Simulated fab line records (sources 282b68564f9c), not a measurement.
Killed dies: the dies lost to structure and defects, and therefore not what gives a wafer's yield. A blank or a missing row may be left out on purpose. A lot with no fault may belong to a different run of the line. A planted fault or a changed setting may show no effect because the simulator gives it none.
Split-lot trial -- flow ritCmos -- on a route of 202 steps: 5 lots, 23 wafers read

## THE SPLIT
At RIT_M1_EXPOSE_06 (exposes mask M12, target cd 2600 nm), the setting doseMj was moved away from the recipe's 250 on 11 of the 23 wafers read, by -7.3% to +6.4%. All remaining wafers had this setting at the recipe value.

## FROM THE SPLIT TO THE READING: what the file shows between them, 7 steps
- RIT_M1_PEB_07
- RIT_M1_DEVELOP_08: develop time 68 s
- RIT_M1_CD_MEAS_09: target cd 2600 nm
- RIT_M1_HARDBAKE_11: time 120 s
- RIT_M1_METAL_ETCH_12: etches Al in Cl2/BCl3, stops on SiO2, time 165 s, target depth 600 nm
- RIT_M1_STRIP_13: strips in nmp, time 600 s
- RIT_M1_STRIP_14: strips in O2, time 180 s

## THE READING
cdNm (nm) at RIT_M1_CD_MEAS_90, where the cd target is 2600 nm. Typical for fault-free wafers on this fab line: 2600.5 nm, with standard deviation 2.5 nm.

wafer,"tool, chamber at the split",doseMj as run,against the recipe,"cdNm, nm",against lot-mates on the recipe
L074.1,"ilineStepper-02, 0",257.7,+3.1%,2591.0,-8.8
L074.2,"ilineStepper-02, 0",250,recipe,2602.3,-
L074.3,"ilineStepper-02, 0",250,recipe,2597.4,-
L074.4,"ilineStepper-02, 0",250,recipe,2599.8,-
L074.6,"ilineStepper-02, 0",257.7,+3.1%,2592.5,-7.3
L076.1,"ilineStepper-01, 0",231.8,-7.3%,2622.7,+21.2
L076.2,"ilineStepper-01, 0",250,recipe,2602.7,-
L076.3,"ilineStepper-01, 0",231.8,-7.3%,2621.9,+20.5
L076.5,"ilineStepper-01, 0",250,recipe,2600.2,-
L076.6,"ilineStepper-01, 0",231.8,-7.3%,2621.6,+20.2
L080.2,"ilineStepper-01, 0",250,recipe,2601.7,-
L080.3,"ilineStepper-01, 0",250,recipe,2601.6,-
L080.6,"ilineStepper-01, 0",250,recipe,2599.4,-
L083.1,"ilineStepper-02, 0",250,recipe,2607.2,-
L083.2,"ilineStepper-02, 0",266.1,+6.4%,2581.9,-21.0
L083.3,"ilineStepper-02, 0",266.1,+6.4%,2582.1,-20.8
L083.5,"ilineStepper-02, 0",250,recipe,2598.7,-
L083.6,"ilineStepper-02, 0",266.1,+6.4%,2590.2,-12.8
L084.2,"ilineStepper-02, 0",250,recipe,2596.5,-
L084.3,"ilineStepper-02, 0",243.1,-2.8%,2604.3,+8.6
L084.4,"ilineStepper-02, 0",243.1,-2.8%,2605.4,+9.7
L084.5,"ilineStepper-02, 0",243.1,-2.8%,2607.1,+11.4
L084.6,"ilineStepper-02, 0",250,recipe,2594.9,-

FIT RESULTS
A straight line over all 23 wafers: cdNm changes by -2.68 nm for each +1% of doseMj; r = -0.96; the points scatter about the line by 3.1 nm.
The same after taking each lot's own level away (the mean of its wafers on the recipe; 23 wafers): -2.87 nm for each +1%; r = -0.98; scatter 2.4 nm.
On that fit, the largest move of doseMj shifts the reading by 21 nm.
The lots' own levels span 2595.70 to 2602.95 nm, that is 2.9 times the standard deviation above.
Consequently the slope shifts little with the lot-to-lot level, the two slopes agreeing.
Check: with one of the wafers moved furthest among these (-7.3%) left out of the fit, the line predicts +21.2 nm for it against its lot-mates. Against them it came out at +21.2 nm.

## OTHER SPLITS ON THESE WAFERS
Note: prior to the reading, these wafers also went through further splits. Each is held against what the fit with the lots' levels taken away leaves over:
other split on the same wafers,wafers away from the commonest value,r with cdNm (lot level and that fit taken away)
RIT_PSD_HARDBAKE_07 tempC,4,-0.06
RIT_CONTACT_COAT_03 resistThkNm,6,+0.23
RIT_CONTACT_DEVELOP_07 developTimeS,6,+0.32
RIT_M1_COAT_04 resistThkNm,7,+0.55

## THE WHOLE CHAIN: every reading that the file lists as answering this split, in the file's order
step,what it does,reading,change (the file's fit),r (the file's)
RIT_M1_CD_MEAS_09,target cd 2600 nm,cdNm,-2.84 nm for each +1% of the setting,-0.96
RIT_M1_METAL_ETCH_12,"etches Al in Cl2/BCl3, stops on SiO2, time 165 s, target depth 600 nm","M1.cdNm (the simulator's own value, which no gauge read)",-2.86 nm for each +1% of the setting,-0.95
RIT_M1_CD_MEAS_90,target cd 2600 nm,cdNm,-2.86 nm for each +1% of the setting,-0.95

## FILE'S OWN FIT
cdNm changes by -2.86 nm for each +1% of doseMj, r = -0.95.
